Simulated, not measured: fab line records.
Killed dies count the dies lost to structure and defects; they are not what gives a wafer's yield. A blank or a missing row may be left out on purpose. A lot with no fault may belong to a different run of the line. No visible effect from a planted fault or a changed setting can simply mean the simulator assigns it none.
fab line records    flow berkeley_cmos170
record lots=7  wafers=21  last_day=11
route steps=331 shown V2@294
lots that met no fault: from a run of the same line without faults
start_h: the number of hours between the record's first day and the start of the first shown wafer of the lot    wait_h: time in hours since the lot's previous step    " same as the row above    L1.1+2: a row that stands for several wafers    - value missing, or start not given    * or withheld: withheld    < > ~ a bound
route shown NAME@n: a module of which the file shows steps, and the number in the route of the first    usual: mean/standard deviation of fault-free wafers    same: alike in all rows    chamber/n: place in a boat    sites: readings site by site    _std_site: the values' standard deviation    _edge_site: outer sites' mean less inner sites'    radius_mm: for every site, how far away it sits from the centre of the wafer    mask NAME#n: copy n    behind: the most recent tool/chamber to have shaped the wafer    hold: reason for holding the lot/hours on hold/outcome of the hold    device: names the non-switching transistor (n, p or np)    end of line: the tests these same wafers got at the end of their route    a step without rows: its recipe alone    killed: at the first sort, the dies lost to defects and structure; wafer yield is something else    map: a wafer's dies, x killed, . not, _ none there
set.NAME: the setting the step ran with; set.NAME@STEP: the setting that earlier step ran with    model.NAME: the simulator's own value behind a step, which no gauge read
lots seen at some steps along the route; tables by step, rows by wafer
services: the hour from which a tool's chamber was out of use, counted from the record's first day as start_h (under 0 if before that day), plus the number of hours and why
## steps
# step UCB170_V2_CMP_02
# recipe material=SiO2  down_force_psi=6  platen_rpm=60  pad_velocity_m_s=0.75398
# usual motor_current_A=16.7/1.7
lot.wafer  tool    chamber  start_h  wait_h  motor_current_A
L597.3     cmp-02  2        171.74   0.1     17.5
L597.4     "       3        "        "       16.2
L597.6     "       2        "        "       18.3
L601.2     cmp-01  3        180.03   0.0     15.3
L601.3     "       1        "        "       15.4
L601.6     "       0        "        "       17.4
L602.4     cmp-01  0        190.46   0.0     16.8
L602.3     "       1        "        "       14.9
L602.6     "       1        "        "       16.0
L603.4     cmp-01  3        190.76   0.0     15.5
L603.3     "       1        "        "       15.1
L603.6     "       3        "        "       15.2
L604.2     cmp-01  0        206.35   0.1     17.5
L604.3     "       1        "        "       15.2
L604.6     "       3        "        "       16.2
L606.2     cmp-01  1        216.04   0.1     15.2
L606.1     "       2        "        "       19.8
L606.6     "       1        "        "       15.6
L613.3     cmp-01  2        256.70   0.1     20.1
L613.1     "       3        "        "       15.0
L613.6     "       0        "        "       16.7
# step UCB170_V2_BOW_MEAS_03
# recipe mode=bow
# usual V2_BOW=35/6.3
lot.wafer  tool           chamber  start_h  wait_h  V2_BOW[um]
L597.3     film_metro-01  -        172.03   0.2     46
L597.4     "              -        "        "       40
L597.6     "              -        "        "       40
L601.2     film_metro-02  -        180.36   0.3     40
L601.3     "              -        "        "       26
L601.6     "              -        "        "       29
L602.3     film_metro-04  -        190.80   0.2     17
L602.4     "              -        "        "       31
L602.6     "              -        "        "       39
L603.3     film_metro-02  -        191.10   0.2     30
L603.4     "              -        "        "       41
L603.6     "              -        "        "       32
L604.2     film_metro-04  -        206.62   0.2     37
L604.3     "              -        "        "       31
L604.6     "              -        "        "       41
L606.1     film_metro-01  -        216.29   0.1     39
L606.2     "              -        "        "       40
L606.6     "              -        "        "       35
L613.1     film_metro-04  -        256.90   0.1     36
L613.3     "              -        "        "       40
L613.6     "              -        "        "       45
# step UCB170_V2_THK_MEAS_04
# recipe reads=SiO2_of_V2_CVD_00
# usual V2_POLISHED_THK=999.9/1.1
lot.wafer  tool           chamber  start_h  wait_h  V2_POLISHED_THK[nm]
L597.3     film_metro-01  -        172.13   0.1     1000.5
L597.4     "              -        "        "       998.9
L597.6     "              -        "        "       999.7
L601.2     film_metro-02  -        180.47   0.1     1001.2
L601.3     "              -        "        "       1001.1
L601.6     "              -        "        "       999.8
L602.3     film_metro-04  -        190.90   0.1     1001.2
L602.4     "              -        "        "       999.6
L602.6     "              -        "        "       1000.6
L603.3     film_metro-02  -        191.20   0.1     999.5
L603.4     "              -        "        "       999.6
L603.6     "              -        "        "       1000.3
L604.2     film_metro-04  -        206.73   0.1     1000.0
L604.3     "              -        "        "       1001.4
L604.6     "              -        "        "       1001.1
L606.1     film_metro-01  -        216.41   0.1     998.5
L606.2     "              -        "        "       1001.1
L606.6     "              -        "        "       1001.0
L613.1     film_metro-04  -        257.02   0.1     999.0
L613.3     "              -        "        "       1000.6
L613.6     "              -        "        "       1000.0
# step UCB170_V2_CLEAN_05
# recipe chemistry=DIW
# step UCB170_V2_HMDS_06
# recipe prime_time_s=60  prime_temp_c=100
# step UCB170_V2_COAT_07
# recipe resist=KrF  spin_rpm=1500  resist_thk_nm=900
# step UCB170_V2_SOFTBAKE_08
# recipe resist=KrF  temp_c=130  time_s=60
# step UCB170_V2_EXPOSE_09
# recipe mask_id=VIA2  target_cd_nm=700  na=0.5  sigma_outer=0.6  source_shape=conventional  dose_mj=37
# step UCB170_V2_PEB_10
# recipe peb_temp_c=130  peb_time_s=withheld  resist=KrF
# step UCB170_V2_DEVELOP_11
# recipe developer=TMAH  develop_time_s=45  resist=KrF  dev_temp_c=21
# step UCB170_V2_CD_MEAS_12
# recipe target_cd_nm=700
# usual cd_nm=699.8/1.2
lot.wafer  tool       chamber  start_h  wait_h  cd_nm
L597.3     cd_sem-01  -        173.40   -       699.7
L597.4     "          -        "        "       699.6
L597.6     "          -        "        "       700.6
L601.2     cd_sem-01  -        181.81   -       700.4
L601.3     "          -        "        "       699.3
L601.6     "          -        "        "       698.1
L602.3     cd_sem-02  -        192.94   -       700.8
L602.4     "          -        "        "       700.6
L602.6     "          -        "        "       700.6
L603.3     cd_sem-02  -        193.06   -       698.8
L603.4     "          -        "        "       701.9
L603.6     "          -        "        "       700.8
L604.2     cd_sem-01  -        208.59   -       699.9
L604.3     "          -        "        "       700.8
L604.6     "          -        "        "       699.7
L606.1     cd_sem-01  -        218.06   -       699.8
L606.2     "          -        "        "       700.8
L606.6     "          -        "        "       699.6
L613.1     cd_sem-01  -        258.27   -       699.0
L613.3     "          -        "        "       698.7
L613.6     "          -        "        "       698.8
# step UCB170_V2_OVL_MEAS_13
# usual V2_OVL=-3/5.5
lot.wafer  tool        chamber  start_h  wait_h  V2_OVL[nm]
L597.3     overlay-01  -        173.49   0.1     -6
L597.4     "           -        "        "       5
L597.6     "           -        "        "       3
L601.2     overlay-02  -        181.95   0.1     -6
L601.3     "           -        "        "       -20
L601.6     "           -        "        "       -3
L602.3     overlay-01  -        193.04   0.1     -2
L602.4     "           -        "        "       -4
L602.6     "           -        "        "       -4
L603.3     overlay-01  -        193.16   0.1     0
L603.4     "           -        "        "       1
L603.6     "           -        "        "       -12
L604.2     overlay-02  -        208.70   0.1     10
L604.3     "           -        "        "       -5
L604.6     "           -        "        "       6
L606.1     overlay-01  -        218.18   0.1     3
L606.2     "           -        "        "       -6
L606.6     "           -        "        "       -2
L613.1     overlay-01  -        258.39   0.1     1
L613.3     "           -        "        "       -1
L613.6     "           -        "        "       3
# step UCB170_V2_ETCH_14
# recipe chemistry=CHF3/CF4/Ar  target=SiO2  stop_on=Al  CHF3_flow_sccm=45  cf4_flow_sccm=15  Ar_flow_sccm=150  pressure_mtorr=200  rf_w=700  target_depth_a=12500  over_etch_frac=0.25  time_s=291
# usual CHF3_flow_sccm=45.00/0.14  cf4_flow_sccm=15.01/0.048  drypump_motor_current_A=5.8/0.56  oes_product_au=0.867/0.014  throttle_valve_pct=6.94/0.068
lot.wafer  tool         chamber  start_h  wait_h  CHF3_flow_sccm  cf4_flow_sccm  drypump_motor_current_A  oes_product_au  rf_hours_counter_h  throttle_valve_pct  model.KrF_of_V2_COAT_07.thk_nm
L597.3     rie_diel-01  1        173.51   0.0     45.23           14.99          5.5                      0.880           127                 6.88                608
L597.4     "            0        "        "       45.05           15.10          6.5                      0.877           20                  6.94                618.2
L597.6     "            2        "        "       44.91           15.02          5.6                      0.851           -                   7.04                618.5
L601.2     rie_diel-04  0        181.98   0.0     45.01           14.98          6.8                      0.860           24                  6.82                615.3
L601.3     "            2        "        "       45.14           15.00          5.8                      0.857           26                  7.03                605.2
L601.6     "            3        "        "       45.02           14.92          6.2                      0.859           -                   7.04                602
L602.3     rie_diel-04  1        193.06   0.0     -               -              -                        -               -                   -                   887.4
L602.4     "            2        "        "       -               -              -                        -               -                   -                   884.8
L602.6     "            1        "        "       -               -              -                        -               -                   -                   886.8
L603.3     rie_diel-01  0        193.18   0.0     -               -              -                        -               -                   -                   880
L603.4     "            3        "        "       -               -              -                        -               -                   -                   883.6
L603.6     "            2        "        "       -               -              -                        -               -                   -                   883
L604.2     rie_diel-02  2        208.73   0.0     -               -              -                        -               -                   -                   888.5
L604.3     "            1        "        "       -               -              -                        -               -                   -                   886.4
L604.6     "            0        "        "       -               -              -                        -               -                   -                   887
L606.1     rie_diel-01  0        218.21   0.0     44.93           15.01          6.6                      0.883           22                  6.94                619.5
L606.2     "            1        "        "       45.11           15.02          5.4                      0.883           129                 6.87                611.1
L606.6     "            0        "        "       44.87           15.03          6.5                      0.885           -                   6.94                618.2
L613.1     rie_diel-04  2        258.43   0.0     45.02           14.99          5.8                      0.854           30                  7.01                608.5
L613.3     "            1        "        "       44.94           15.14          5.4                      0.868           14                  6.93                603.2
L613.6     "            3        "        "       45.09           15.02          6.3                      0.861           -                   7.04                607.5
# step UCB170_V2_STRIP_15
# recipe chemistry=O2  power_w=400  pressure_mtorr=3500  platen_temp_c=withheld  o2_flow_sccm=400  overash_fraction=0.5
# usual drypump_motor_current_A=5.7/0.5  oes_product_au=0.722/0.0047  strip_time_to_endpoint_s=15.36/0.13
lot.wafer  tool             chamber  start_h  wait_h  drypump_motor_current_A  oes_product_au  rf_hours_counter_h  strip_time_to_endpoint_s
L597.3     plasma_asher-01  1        173.73   0.1     5.6                      0.719           -                   15.25
L597.4     "                0        "        "       6.6                      0.717           -                   15.50
L597.6     "                0        "        "       6.5                      0.720           -                   15.50
L601.2     plasma_asher-02  0        182.16   0.1     5.5                      0.721           42                  15.45
L601.3     "                0        "        "       5.5                      0.717           -                   15.19
L601.6     "                1        "        "       5.9                      0.724           -                   15.12
L602.3     plasma_asher-02  1        193.27   0.1     5.9                      0.737           -                   21.67
L602.4     "                0        "        "       5.6                      0.730           -                   21.60
L602.6     "                0        "        "       5.6                      0.735           -                   21.66
L603.3     plasma_asher-04  1        193.39   0.1     4.8                      0.737           -                   21.49
L603.4     "                0        "        "       6.0                      0.735           -                   21.59
L603.6     "                0        "        "       5.9                      0.734           -                   21.55
L604.2     plasma_asher-02  0        208.91   0.1     5.6                      0.745           44                  21.71
L604.3     "                0        "        "       5.6                      0.742           -                   21.64
L604.6     "                1        "        "       5.9                      0.728           -                   21.65
L606.1     plasma_asher-04  0        218.39   0.1     6.0                      0.722           50                  15.52
L606.2     "                1        "        "       4.8                      0.729           50                  15.35
L606.6     "                1        "        "       4.8                      0.718           -                   15.50
L613.1     plasma_asher-02  0        258.61   0.1     5.6                      0.721           47                  15.28
L613.3     "                1        "        "       5.9                      0.720           -                   15.14
L613.6     "                0        "        "       5.5                      0.722           -                   15.26
# step UCB170_V2_CD_MEAS_90
# recipe target_cd_nm=700
# usual cd_nm=700.1/1.4
lot.wafer  tool       chamber  start_h  wait_h  cd_nm
L597.3     cd_sem-02  -        173.83   0.1     700.0
L597.4     "          -        "        "       699.5
L597.6     "          -        "        "       701.0
L601.2     cd_sem-02  -        182.29   0.1     700.2
L601.3     "          -        "        "       699.7
L601.6     "          -        "        "       697.8
L602.3     cd_sem-02  -        193.38   0.1     -
L602.4     "          -        "        "       -
L602.6     "          -        "        "       -
L603.3     cd_sem-02  -        193.50   0.1     -
L603.4     "          -        "        "       -
L603.6     "          -        "        "       -
L604.2     cd_sem-01  -        209.03   0.1     -
L604.3     "          -        "        "       -
L604.6     "          -        "        "       -
L606.1     cd_sem-02  -        218.49   0.1     700.5
L606.2     "          -        "        "       700.3
L606.6     "          -        "        "       700.6
L613.1     cd_sem-02  -        258.71   0.1     699.1
L613.3     "          -        "        "       699.0
L613.6     "          -        "        "       699.1
## services
tool             chamber  start_h  hours  kind
rie_diel-02      2        150.33   22.4   repair
rie_diel-02      1        156.60   2.7    repair
rie_diel-04      -        159.34   14.6   pm
rie_diel-04      3        185.35   -      clean
rie_diel-04      3        185.35   13.7   scheduled_down
rie_diel-04      3        185.35   13.7   vent_cycle
cmp-02           -        188.31   3.0    repair
rie_diel-04      1        195.86   9.6    repair
rie_diel-01      3        201.17   7.2    repair
cmp-01           -        226.54   5.0    pm
plasma_asher-02  -        228.23   14.6   pm
cmp-02           -        232.00   4.0    pm
cmp-02           -        236.00   -      consumable_replace:conditioner
cmp-02           -        236.00   -      consumable_replace:pad
cmp-01           -        247.00   0.8    repair
plasma_asher-02  -        255.76   2.1    repair
cmp-02           -        256.86   2.7    repair
## key
first_sign step=UCB170_V2_ETCH_14  reading=tool_record  direction=missing
effect step=UCB170_V2_STRIP_15  reading=strip_time_to_endpoint_s  direction=up  sigmas=50  usual=*  struck=*
effect step=UCB170_V2_CD_MEAS_90  reading=cd_nm  direction=missing
model_effect step=UCB170_V2_ETCH_14  value=KrF_of_V2_COAT_07.thk_nm  without=608.7  struck=885.3
met_at UCB170_V2_ETCH_14
struck_wafers L602.3,L602.4,L602.6,L603.3,L603.4,L603.6,L604.2,L604.3,L604.6
later_rows_left_out L602.3,L602.4,L602.6,L603.3,L603.4,L603.6,L604.2,L604.3,L604.6
sort_left_out L602.3,L602.4,L602.6,L603.3,L603.4,L603.6,L604.2,L604.3,L604.6
onset_between 181.98 193.06
fault kind=skipped_step_whole  tool=rie_diel-01,rie_diel-02,rie_diel-04  chamber=-  onset_h=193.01  steps=UCB170_V2_ETCH_14  scope=struck_lots_only
# sort_left_out: the simulated sort isn't trusted on such a fault, so these wafers' sort isn't shown, and their yield isn't known
# later_rows_left_out: the simulator's readings of these wafers behind a module that went badly wrong aren't trusted and aren't shown, but for the sort
